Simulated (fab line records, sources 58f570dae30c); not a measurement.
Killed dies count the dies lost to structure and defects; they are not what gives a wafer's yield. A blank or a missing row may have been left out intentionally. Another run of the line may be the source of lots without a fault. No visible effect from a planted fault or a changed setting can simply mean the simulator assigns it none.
The tool behind it: which one? | flow berkeley_cmos170 | 15 lots with 45 wafers sampled at 3 steps, on a route of 331 steps

== WHAT EACH GAUGE READ, for each wafer ==
UCB170_M1_OVL_MEAS_10. Usual: M1_OVL gives 1 nm (standard deviation 5.9).
lot  | measured     | on         | M1_OVL (nm) | flag
L137 | day 8 02:38  | overlay-01 | 0 -4 9      |
L134 | day 8 04:08  | overlay-02 | 3 -5 5      |
L133 | day 8 04:32  | overlay-01 | 1 -5 4      |
L136 | day 8 11:41  | overlay-02 | 5 0 3       |
L135 | day 8 11:58  | overlay-02 | -3 -4 -13   |
L150 | day 11 13:20 | overlay-02 | 0 -5 -1     |
L151 | day 11 14:02 | overlay-02 | 6 -4 6      |
L152 | day 11 15:11 | overlay-01 | -10 -5 -11  |
L153 | day 12 02:41 | overlay-02 | 0 0 0       |
L154 | day 12 03:14 | overlay-02 | 6 4 8       |
L156 | day 12 14:50 | overlay-02 | 10 5 5      |
L155 | day 12 16:08 | overlay-02 | -2 3 1      |

== WHAT TOOL EACH LOT RAN ON (gives the tool, then ch and the chambers of the sampled wafers, and finally the start) ==
lot  | UCB170_CONTACT_EXPOSE_12          | UCB170_CONTACT_ETCH_17
L137 | krf_scanner-02 ch 0, day 7 23:08  | rie_diel-04 ch 2,3, day 7 23:51
L134 | krf_scanner-02 ch 0, day 8 01:28  | rie_diel-02 ch 1,2,3, day 8 01:59
L133 | krf_scanner-01 ch 0, day 8 01:42  | rie_diel-01 ch 0,2,3, day 8 02:16
L136 | krf_scanner-02 ch 0, day 8 01:55  | rie_diel-04 ch 0,2,3, day 8 02:32
L135 | krf_scanner-01 ch 0, day 8 02:14  | rie_diel-02 ch 0,1,3, day 8 02:53
L141 | krf_scanner-01, day 9 10:04       | rie_diel-01 ch 1,2,3, day 9 10:37
L140 | krf_scanner-02, day 9 11:22       | rie_diel-04 ch 2,3, day 9 11:54
L142 | krf_scanner-01, day 9 12:49       | rie_diel-02 ch 0,2,3, day 9 13:21
L150 | krf_scanner-02 ch 0, day 11 10:54 | rie_diel-01 ch 0,1, day 11 11:25
L151 | krf_scanner-01 ch 0, day 11 11:29 | rie_diel-02 ch 0,1, day 11 12:08
L152 | krf_scanner-01 ch 0, day 11 12:31 | rie_diel-02 ch 0,1,3, day 11 13:04
L153 | krf_scanner-02 ch 0, day 11 23:12 | rie_diel-02 ch 0,2,3, day 11 23:44
L154 | krf_scanner-01 ch 0, day 11 23:25 | rie_diel-01 ch 1,2, day 12 00:32
L156 | krf_scanner-01 ch 0, day 12 12:07 | rie_diel-04 ch 0,2,3, day 12 12:40
L155 | krf_scanner-01 ch 0, day 12 12:55 | rie_diel-01 ch 1,2,3, day 12 13:26
- UCB170_CONTACT_EXPOSE_12: exposes mask CONT, target cd 700 nm.
- UCB170_CONTACT_ETCH_17: etches BARC in N2/H2.

== WHAT THE TOOLS THEMSELVES READ (means of the sampled wafers that have a number; where no wafer has one, the mark that the record gives instead) ==
UCB170_CONTACT_EXPOSE_12. Usual: exposure_dose_mJ_cm2 34.98, standard deviation 0.031; focus_offset_nm -0.1 nm, standard deviation 0.56.
lot  | tool           | exposure_dose_mJ_cm2 | focus_offset_nm (nm) | flag
L137 | krf_scanner-02 | 35.00                | -1.0                 |
L134 | krf_scanner-02 | 34.97                | -0.1                 |
L133 | krf_scanner-01 | 34.97                | -0.1                 |
L136 | krf_scanner-02 | 34.96                | -0.0                 |
L135 | krf_scanner-01 | 35.02                | -0.2                 |
L141 | krf_scanner-01 | -                    | -                    | OFF
L140 | krf_scanner-02 | -                    | -                    | OFF
L142 | krf_scanner-01 | -                    | -                    | OFF
L150 | krf_scanner-02 | 34.99                | 0.4                  |
L151 | krf_scanner-01 | 35.01                | -0.3                 |
L152 | krf_scanner-01 | 34.98                | 0.1                  |
L153 | krf_scanner-02 | 34.99                | -0.1                 |
L154 | krf_scanner-01 | 34.94                | -0.4                 |
L156 | krf_scanner-01 | 34.97                | 0.0                  |
L155 | krf_scanner-01 | 35.00                | 0.3                  |

UCB170_CONTACT_ETCH_17. Usual: drypump_motor_current_A 5.6 A, standard deviation 0.44; oes_product_au 1.000 a.u., standard deviation 0.016; throttle_valve_pct 13.26 %, standard deviation 0.18.
lot  | tool        | drypump_motor_current_A (A) | oes_product_au (a.u.) | throttle_valve_pct (%) | flag
L137 | rie_diel-04 | 5.5                         | 1.007                 | 13.13                  |
L134 | rie_diel-02 | 5.9                         | 1.002                 | 13.22                  |
L133 | rie_diel-01 | 5.7                         | 1.010                 | 13.45                  |
L136 | rie_diel-04 | 5.9                         | 1.005                 | 13.22                  |
L135 | rie_diel-02 | 5.5                         | 0.995                 | 13.28                  |
L141 | rie_diel-01 | 5.6                         | 1.007                 | 13.33                  |
L140 | rie_diel-04 | 5.4                         | 1.001                 | 13.13                  |
L142 | rie_diel-02 | 5.6                         | 0.998                 | 13.24                  |
L150 | rie_diel-01 | 5.2                         | 1.002                 | 13.24                  |
L151 | rie_diel-02 | 5.2                         | 0.989                 | 13.33                  |
L152 | rie_diel-02 | 5.5                         | 0.998                 | 13.28                  |
L153 | rie_diel-02 | 5.6                         | 0.994                 | 13.24                  |
L154 | rie_diel-01 | 5.4                         | 1.016                 | 13.35                  |
L156 | rie_diel-04 | 5.8                         | 0.999                 | 13.22                  |
L155 | rie_diel-01 | 5.6                         | 1.004                 | 13.33                  |

== THE ANSWER, worked out from the rows above alone ==
Rule: take the mean of a lot's wafers that have a number; if it is more than 3 standard deviations from the usual mean, the lot is off. A lot without any number at a reading at which 4 lots or more have one is off too. All remaining lots with rows at the step are treated as sound. First the gauges in route order, then the tools' own readings, where a lot's mean is used as printed above. At the first step where some lot is off, the reading lying furthest off is the one used; lots without a number count as furthest.
Off: L141, L140, L142 (UCB170_CONTACT_EXPOSE_12, exposure_dose_mJ_cm2). Without a number there: L141, L140, L142.
If a tool, at that step or one of the process steps before it, ran each lot that is off and ran no sound lot following the first of them, it fits. Of those tried, none fits.

== WHAT THE SIMULATOR PUT IN ==
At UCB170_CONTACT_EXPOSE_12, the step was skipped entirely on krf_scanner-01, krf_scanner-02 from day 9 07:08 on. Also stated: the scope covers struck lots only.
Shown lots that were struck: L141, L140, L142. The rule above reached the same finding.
